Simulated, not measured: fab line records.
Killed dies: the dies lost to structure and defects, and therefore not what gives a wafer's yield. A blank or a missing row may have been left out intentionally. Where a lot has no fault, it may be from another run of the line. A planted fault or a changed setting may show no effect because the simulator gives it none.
Which tool did it? / flow berkeley-cmos170 / 39 wafers from 13 lots sampled at 4 of the route's 331 steps

== WHAT EACH GAUGE READ, for each wafer ==
UCB170_V2_THK_MEAS_01. Usual: V2_TEOS_THK 2004 nm, standard deviation 26.
lot=L529; measured=day 8 02:01; on=film-metro-03; V2_TEOS_THK (nm)=1960 2015 2029; flag=
lot=L528; measured=day 8 06:08; on=film-metro-02; V2_TEOS_THK (nm)=1968 1978 2003; flag=
lot=L530; measured=day 8 02:42; on=film-metro-03; V2_TEOS_THK (nm)=1965 1980 2003; flag=
lot=L534; measured=day 8 16:06; on=film-metro-02; V2_TEOS_THK (nm)=1961 2022 1995; flag=
lot=L535; measured=day 8 20:44; on=film-metro-01; V2_TEOS_THK (nm)=2001 2003 2049; flag=
lot=L541; measured=day 10 07:29; on=film-metro-01; V2_TEOS_THK (nm)=1991 2032 2015; flag=
lot=L543; measured=day 10 21:25; on=film-metro-01; V2_TEOS_THK (nm)=1968 1998 1995; flag=
lot=L546; measured=day 11 19:47; on=film-metro-01; V2_TEOS_THK (nm)=1972 2001 2003; flag=
lot=L547; measured=day 11 20:17; on=film-metro-03; V2_TEOS_THK (nm)=1972 1984 2044; flag=
lot=L548; measured=day 11 20:03; on=film-metro-02; V2_TEOS_THK (nm)=1970 1990 2013; flag=
lot=L549; measured=day 11 20:11; on=film-metro-02; V2_TEOS_THK (nm)=1980 1959 2013; flag=
lot=L551; measured=day 11 20:37; on=film-metro-01; V2_TEOS_THK (nm)=1957 1972 2021; flag=
lot=L550; measured=day 11 20:23; on=film-metro-02; V2_TEOS_THK (nm)=2016 2001 2046; flag=

UCB170_M3_OVL_MEAS_16. Usual: M3_OVL -2 nm, standard deviation 5.
lot=L529; measured=day 8 06:47; on=overlay-01; M3_OVL (nm)=6 -7 -8; flag=
lot=L528; measured=day 8 10:35; on=overlay-01; M3_OVL (nm)=4 -3 0; flag=
lot=L530; measured=day 8 07:07; on=overlay-01; M3_OVL (nm)=-1 -7 -6; flag=
lot=L534; measured=day 8 20:41; on=overlay-02; M3_OVL (nm)=-4 -1 -3; flag=
lot=L535; measured=day 9 02:49; on=overlay-01; M3_OVL (nm)=1 7 0; flag=
lot=L541; measured=day 10 13:45; on=overlay-02; M3_OVL (nm)=-4 -5 -7; flag=
lot=L543; measured=day 11 03:11; on=overlay-02; M3_OVL (nm)=3 -11 -3; flag=
lot=L546; measured=day 12 00:44; on=overlay-02; M3_OVL (nm)=-8 -4 -3; flag=
lot=L547; measured=day 12 02:11; on=overlay-01; M3_OVL (nm)=-1 1 -4; flag=
lot=L548; measured=day 12 01:01; on=overlay-01; M3_OVL (nm)=0 -1 -2; flag=
lot=L549; measured=day 12 01:55; on=overlay-02; M3_OVL (nm)=-7 2 4; flag=
lot=L551; measured=day 12 03:01; on=overlay-02; M3_OVL (nm)=-1 2 5; flag=
lot=L550; measured=day 12 02:55; on=overlay-01; M3_OVL (nm)=-2 -2 -7; flag=

== EACH LOT AND THE TOOL THAT RAN IT (in order: tool; ch and the chambers of the sampled wafers; start) ==
lot=L529; UCB170_M1_ETCH_11=rie-diel-04 ch 0,2,3, day 7 14:45; UCB170_M3_SOFTBAKE_11=litho-track-03 ch 0, day 8 06:00
lot=L528; UCB170_M1_ETCH_11=rie-diel-02 ch 1,2,3, day 7 15:02; UCB170_M3_SOFTBAKE_11=litho-track-04 ch 0, day 8 09:00
lot=L530; UCB170_M1_ETCH_11=rie-diel-04 ch 2,3, day 7 15:43; UCB170_M3_SOFTBAKE_11=litho-track-02 ch 0, day 8 06:00
lot=L534; UCB170_M1_ETCH_11=rie-diel-02 ch 1,3, day 8 03:43; UCB170_M3_SOFTBAKE_11=litho-track-03 ch 0, day 8 19:00
lot=L535; UCB170_M1_ETCH_11=rie-diel-04 ch 0,2,3, day 8 11:55; UCB170_M3_SOFTBAKE_11=litho-track-03 ch 0, day 9 02:00
lot=L541; UCB170_M1_ETCH_11=rie-diel-02 ch 0,3, day 9 22:12; UCB170_M3_SOFTBAKE_11=litho-track-02 ch 0, day 10 13:00
lot=L543; UCB170_M1_ETCH_11=rie-diel-04 ch 0,1,2, day 10 11:01; UCB170_M3_SOFTBAKE_11=litho-track-02 ch 0, day 11 01:00
lot=L546; UCB170_M1_ETCH_11=rie-diel-04 ch 1,3, day 11 04:31; UCB170_M3_SOFTBAKE_11=litho-track-04 ch 0, day 11 23:00
lot=L547; UCB170_M1_ETCH_11=rie-diel-02 ch 1,2,3, day 11 05:28; UCB170_M3_SOFTBAKE_11=litho-track-03 ch 0, day 12 00:00
lot=L548; UCB170_M1_ETCH_11=rie-diel-01 ch 0,1,2, day 11 05:35; UCB170_M3_SOFTBAKE_11=litho-track-02 ch 0, day 11 23:00
lot=L549; UCB170_M1_ETCH_11=rie-diel-04 ch 0,1,2, day 11 05:55; UCB170_M3_SOFTBAKE_11=litho-track-02 ch 0, day 12 00:00
lot=L551; UCB170_M1_ETCH_11=rie-diel-04 ch 0,1,3, day 11 08:14; UCB170_M3_SOFTBAKE_11=litho-track-02 ch 0, day 12 02:00
lot=L550; UCB170_M1_ETCH_11=rie-diel-04 ch 2,3, day 11 10:20; UCB170_M3_SOFTBAKE_11=litho-track-04 ch 0, day 12 01:00
- UCB170_M1_ETCH_11: etches BARC in N2/H2.
- UCB170_M3_SOFTBAKE_11: time 60 s.

== AS READ BY THE TOOLS THEMSELVES (means over the sampled wafers that have a number; for cases with no such wafer, the mark the record gives instead) ==
UCB170_M1_ETCH_11. Usual: bias-w 100.0 W, standard deviation 0.31; drypump-motor-current-A 5.5 A, standard deviation 0.43; oes-product-au 1.001 a.u., standard deviation 0.015; throttle-valve-pct 13.36 %, standard deviation 0.2.
lot=L529; tool=rie-diel-04; bias-w (W)=100.1; drypump-motor-current-A (A)=5.4; oes-product-au (a.u.)=1.010; throttle-valve-pct (%)=13.30; flag=
lot=L528; tool=rie-diel-02; bias-w (W)=99.8; drypump-motor-current-A (A)=5.4; oes-product-au (a.u.)=1.001; throttle-valve-pct (%)=13.44; flag=
lot=L530; tool=rie-diel-04; bias-w (W)=99.7; drypump-motor-current-A (A)=5.3; oes-product-au (a.u.)=1.004; throttle-valve-pct (%)=13.19; flag=
lot=L534; tool=rie-diel-02; bias-w (W)=99.9; drypump-motor-current-A (A)=5.7; oes-product-au (a.u.)=1.002; throttle-valve-pct (%)=13.63; flag=
lot=L535; tool=rie-diel-04; bias-w (W)=100.1; drypump-motor-current-A (A)=5.4; oes-product-au (a.u.)=1.003; throttle-valve-pct (%)=13.31; flag=
lot=L541; tool=rie-diel-02; bias-w (W)=100.1; drypump-motor-current-A (A)=6.2; oes-product-au (a.u.)=0.993; throttle-valve-pct (%)=13.60; flag=
lot=L543; tool=rie-diel-04; bias-w (W)=100.0; drypump-motor-current-A (A)=5.6; oes-product-au (a.u.)=0.997; throttle-valve-pct (%)=13.37; flag=
lot=L546; tool=rie-diel-04; bias-w (W)=99.7; drypump-motor-current-A (A)=5.7; oes-product-au (a.u.)=1.018; throttle-valve-pct (%)=13.41; flag=
lot=L547; tool=rie-diel-02; bias-w (W)=100.0; drypump-motor-current-A (A)=5.4; oes-product-au (a.u.)=1.010; throttle-valve-pct (%)=13.44; flag=
lot=L548; tool=rie-diel-01; bias-w (W)=100.2; drypump-motor-current-A (A)=5.3; oes-product-au (a.u.)=0.987; throttle-valve-pct (%)=13.37; flag=
lot=L549; tool=rie-diel-04; bias-w (W)=99.7; drypump-motor-current-A (A)=5.6; oes-product-au (a.u.)=1.007; throttle-valve-pct (%)=13.37; flag=
lot=L551; tool=rie-diel-04; bias-w (W)=100.0; drypump-motor-current-A (A)=5.6; oes-product-au (a.u.)=1.013; throttle-valve-pct (%)=13.46; flag=
lot=L550; tool=rie-diel-04; bias-w (W)=100.3; drypump-motor-current-A (A)=5.3; oes-product-au (a.u.)=1.000; throttle-valve-pct (%)=13.18; flag=

UCB170_M3_SOFTBAKE_11. Usual: heater-power-total-W 56.80 W, standard deviation 0.042; plate-temp-C 130.01 C, standard deviation 0.12.
lot=L529; tool=litho-track-03; heater-power-total-W (W)=56.81; plate-temp-C (C)=129.97; flag=
lot=L528; tool=litho-track-04; heater-power-total-W (W)=56.79; plate-temp-C (C)=129.94; flag=
lot=L530; tool=litho-track-02; heater-power-total-W (W)=56.83; plate-temp-C (C)=129.98; flag=
lot=L534; tool=litho-track-03; heater-power-total-W (W)=57.34; plate-temp-C (C)=130.96; flag=OFF
lot=L535; tool=litho-track-03; heater-power-total-W (W)=57.30; plate-temp-C (C)=130.98; flag=OFF
lot=L541; tool=litho-track-02; heater-power-total-W (W)=56.81; plate-temp-C (C)=130.00; flag=
lot=L543; tool=litho-track-02; heater-power-total-W (W)=56.79; plate-temp-C (C)=130.02; flag=
lot=L546; tool=litho-track-04; heater-power-total-W (W)=56.78; plate-temp-C (C)=129.96; flag=
lot=L547; tool=litho-track-03; heater-power-total-W (W)=56.79; plate-temp-C (C)=129.99; flag=
lot=L548; tool=litho-track-02; heater-power-total-W (W)=56.79; plate-temp-C (C)=129.87; flag=
lot=L549; tool=litho-track-02; heater-power-total-W (W)=56.81; plate-temp-C (C)=130.01; flag=
lot=L551; tool=litho-track-02; heater-power-total-W (W)=56.80; plate-temp-C (C)=130.17; flag=
lot=L550; tool=litho-track-04; heater-power-total-W (W)=56.83; plate-temp-C (C)=130.00; flag=

== THE ANSWER, worked out from the rows above alone ==
Rule: take the mean of a lot's wafers that have a number; if it is more than 3 standard deviations from the usual mean, the lot is off. A lot without any number at a reading at which 4 lots or more have one is off too. The other lots that the step has rows for count as sound. First the gauges in route order, then the tools' own readings, where a lot's mean is used as printed above. The first step at which some lot is off is used, and at that step the reading that is off furthest; a lot without a number counts as furthest.
Off: L534, L535 (UCB170_M3_SOFTBAKE_11, heater-power-total-W).
A tool fits if, at that step or a process step before it, it ran every lot that is off, and no sound lot after the first of them. No candidate that was tried fits.

== WHAT HAD BEEN PUT IN BY THE SIMULATOR ==
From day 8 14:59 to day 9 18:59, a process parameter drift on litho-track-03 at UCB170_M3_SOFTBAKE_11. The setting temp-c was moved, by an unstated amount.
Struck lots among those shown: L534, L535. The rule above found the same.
